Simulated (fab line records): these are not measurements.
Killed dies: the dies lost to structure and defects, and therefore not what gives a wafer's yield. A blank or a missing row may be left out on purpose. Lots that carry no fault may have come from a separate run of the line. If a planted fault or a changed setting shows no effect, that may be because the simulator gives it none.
Matching of chambers    flow berkeleyCmos170    UCB170_SPACER_CVD_00 on pecvd-03 has 3 sister chambers
The step deposits SiO2 from TEOS/O2, target thk 376 nm, time 47 s. 6 wafers are shown with their chamber, then 7 later ones without.

== WAFERS, EACH WITH ITS CHAMBER ==
wafer   chamber  heaterPowerW (W)  pressureMtorr (mTorr)
L978.3  0        289               8960
L991.6  0        278               9002
L989.3  1        231               9003
L989.6  1        234               9008
L993.1  2        395               8949
L993.4  2        382               8980

== WAFERS MISSING THEIR CHAMBER ==
wafer   heaterPowerW (W)  pressureMtorr (mTorr)
L993.5  154               9026
L997.1  156               8990
L997.2  258               9029
L997.3  310               8962
L995.1  208               9008
L995.3  226               8996
L995.6  230               9020

== THE CHAMBER EACH PASSED THROUGH ==
wafer    from the rows above       in truth
L993.5   1                         1
L997.1   1                         1
L997.2   can't be placed: 1 or 0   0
L997.3   0                         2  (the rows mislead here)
L995.1   1                         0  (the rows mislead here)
L995.3   1                         1
L995.6   1                         1
Correct placement for 4 of the 7. These rows do not allow placing 1 (true chamber among the candidates in 1). Number placed wrongly: 2.
How it was worked out, from the rows above alone: a wafer's distance from a chamber is the root of the sum, over the readings, of the square of ((its reading less the chamber's mean) divided by the reading's scatter). If the next closest chamber is less than 2 further off than the closest, the wafer can't be placed; otherwise it belongs to the closest. For every chamber, the mean is computed from those of its wafers that are shown. The scatter is the square root of a quotient: the sum, over the shown wafers, of each reading's squared deviation from its chamber's mean, divided by wafers minus chambers.
